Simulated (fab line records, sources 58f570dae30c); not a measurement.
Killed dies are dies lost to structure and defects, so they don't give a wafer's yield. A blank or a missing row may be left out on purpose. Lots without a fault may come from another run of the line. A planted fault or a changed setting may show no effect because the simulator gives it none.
Chamber matching | flow berkeley_cmos170 | UCB170_V2_CMP_02 on cmp-01: 4 sister chambers
The step polishes SiO2. 8 wafers are shown with their chamber, then 9 later ones without.

WAFERS WITH THEIR CHAMBER
wafer  | chamber | motor_current_A (A)
L104.1 | 3       | 16.6
L104.3 | 1       | 16.7
L105.1 | 1       | 16.8
L105.2 | 2       | 20.3
L105.4 | 0       | 15.5
L107.2 | 0       | 16.2
L107.5 | 2       | 20.5
L107.6 | 3       | 16.6

WAFERS WITHOUT THEIR CHAMBER
wafer  | motor_current_A (A)
L109.3 | 16.9
L109.4 | 16.3
L109.5 | 16.4
L110.1 | 20.4
L110.2 | 16.6
L110.6 | 17.0
L111.1 | 21.6
L111.4 | 16.2
L111.5 | 16.1

WHICH CHAMBER EACH WENT THROUGH
wafer  | from the rows above          | in truth
L109.3 | can't be placed: 1 or 3      | 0
L109.4 | can't be placed: 3 or 1 or 0 | 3
L109.5 | can't be placed: 3 or 1 or 0 | 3
L110.1 | 2                            | 2
L110.2 | can't be placed: 3 or 1      | 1
L110.6 | can't be placed: 1 or 3      | 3
L111.1 | 2                            | 2
L111.4 | can't be placed: 0 or 3 or 1 | 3
L111.5 | can't be placed: 0 or 3 or 1 | 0
Placed correctly: 2 of 9. Can't be placed from these rows: 7 (the true chamber is among the candidates in 6). Placed wrongly: 0.
How it was worked out, from the rows above alone: a wafer's distance from a chamber is the root of the sum, over the readings, of the square of ((its reading less the chamber's mean) divided by the reading's scatter). The wafer belongs to the nearest chamber; if the next one is less than 2 further off, it can't be placed. A chamber's mean is the mean of its shown wafers. The scatter: the root of (the sum of the squares of (reading less its chamber's mean) over the shown wafers, divided by (wafers less chambers)).
